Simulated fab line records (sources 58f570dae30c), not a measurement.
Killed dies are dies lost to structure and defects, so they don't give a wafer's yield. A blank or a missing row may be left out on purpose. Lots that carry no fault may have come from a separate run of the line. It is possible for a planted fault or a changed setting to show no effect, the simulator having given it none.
The tool behind it: which one?	flow berkeley_cmos170	21 wafers from 7 lots sampled at 5 of the route's 331 steps

WHAT THE GAUGES SHOWED, per wafer
UCB170_SDANNEAL_RS_MEAS_02: a four-point-probe measurement.
lot	measured	on	PSD_RS (ohm/sq)
L991	day 8 12:31	film_metro-02	76.0 75.9 75.7
L993	day 9 00:15	film_metro-01	75.4 75.5 75.5
L996	day 9 23:59	film_metro-02	75.5 75.7 75.2
L999	day 10 14:54	film_metro-02	81.6 81.6 81.5
L997	day 10 14:29	film_metro-03	75.9 75.8 75.5
L108	day 11 06:14	film_metro-02	80.8 80.6 80.9
L111	day 12 08:08	film_metro-03	75.3 75.8 75.2

WHICH TOOL RAN EACH LOT (tool, then ch and the chambers of the sampled wafers, then the start)
lot	UCB170_PVT_STRIP_08	UCB170_PLDD_STRIP_10	UCB170_PSD_IMPLANT_08	UCB170_PSD_STRIP_09
L991	plasma_asher-04 ch 0,1, day 7 06:25	plasma_asher-03 ch 1, day 7 21:13	implanter-02 ch 0, day 8 07:53	plasma_asher-04 ch 0,1, day 8 08:02
L993	plasma_asher-01 ch 0,1, day 7 13:37	plasma_asher-04 ch 0,1, day 8 08:44	implanter-03 ch 0, day 8 19:14	plasma_asher-03 ch 1, day 8 19:22
L996	plasma_asher-03 ch 0,1, day 8 17:11	plasma_asher-03 ch 0,1, day 9 11:37	implanter-03 ch 0, day 9 19:41	plasma_asher-03 ch 0,1, day 9 19:50
L999	plasma_asher-04 ch 0,1, day 9 01:51	plasma_asher-02 ch 0,1, day 9 22:53	implanter-01 ch 0, day 10 10:20	plasma_asher-01 ch 0,1, day 10 10:27
L997	plasma_asher-01 ch 0,1, day 9 02:23	plasma_asher-03 ch 0,1, day 9 22:50	implanter-03 ch 0, day 10 10:05	plasma_asher-03 ch 0,1, day 10 10:13
L108	plasma_asher-04 ch 0,1, day 9 19:48	plasma_asher-03 ch 0,1, day 10 14:07	implanter-01 ch 0, day 10 23:38	plasma_asher-01 ch 0,1, day 10 23:46
L111	plasma_asher-04 ch 0,1, day 11 05:08	plasma_asher-04 ch 0,1, day 11 19:17	implanter-03 ch 0, day 12 03:50	plasma_asher-03 ch 0,1, day 12 03:58
- UCB170_PVT_STRIP_08: strips in O2.
- UCB170_PLDD_STRIP_10: strips in O2.
- UCB170_PSD_IMPLANT_08
- UCB170_PSD_STRIP_09: strips in O2.

THE ANSWER, worked out from the rows above alone
Rule: the lots themselves supply what counts as usual. The widest of any qualifying gaps counts: lots, ordered by their means at a reading, are off when they make up no more than a third of the lots, leave a main group of 4 or more, and stand apart from it by 3 or more times the standard deviation of that group's means. A main group is skipped when, at the precision printed for the reading in the tables above, its means are all equal. A lot without any number at a reading at which 4 lots or more have one is off too. All remaining lots with rows at the step are treated as sound.
Off: L999, L108, at UCB170_SDANNEAL_RS_MEAS_02 (PSD_RS). The main group: mean 75.6 ohm/sq, standard deviation 0.17.
If a tool, at a process step before that reading, ran all the lots that are off and no sound lot after the first of them, it fits. Those tools and the gauges at UCB170_SDANNEAL_RS_MEAS_02 are tried in the same way. Can't be told from this: 3 tools fit, implanter-01 at UCB170_PSD_IMPLANT_08, plasma_asher-01 at UCB170_PSD_STRIP_09, film_metro-02 at UCB170_SDANNEAL_RS_MEAS_02.

WHAT THE SIMULATOR HAD PUT IN
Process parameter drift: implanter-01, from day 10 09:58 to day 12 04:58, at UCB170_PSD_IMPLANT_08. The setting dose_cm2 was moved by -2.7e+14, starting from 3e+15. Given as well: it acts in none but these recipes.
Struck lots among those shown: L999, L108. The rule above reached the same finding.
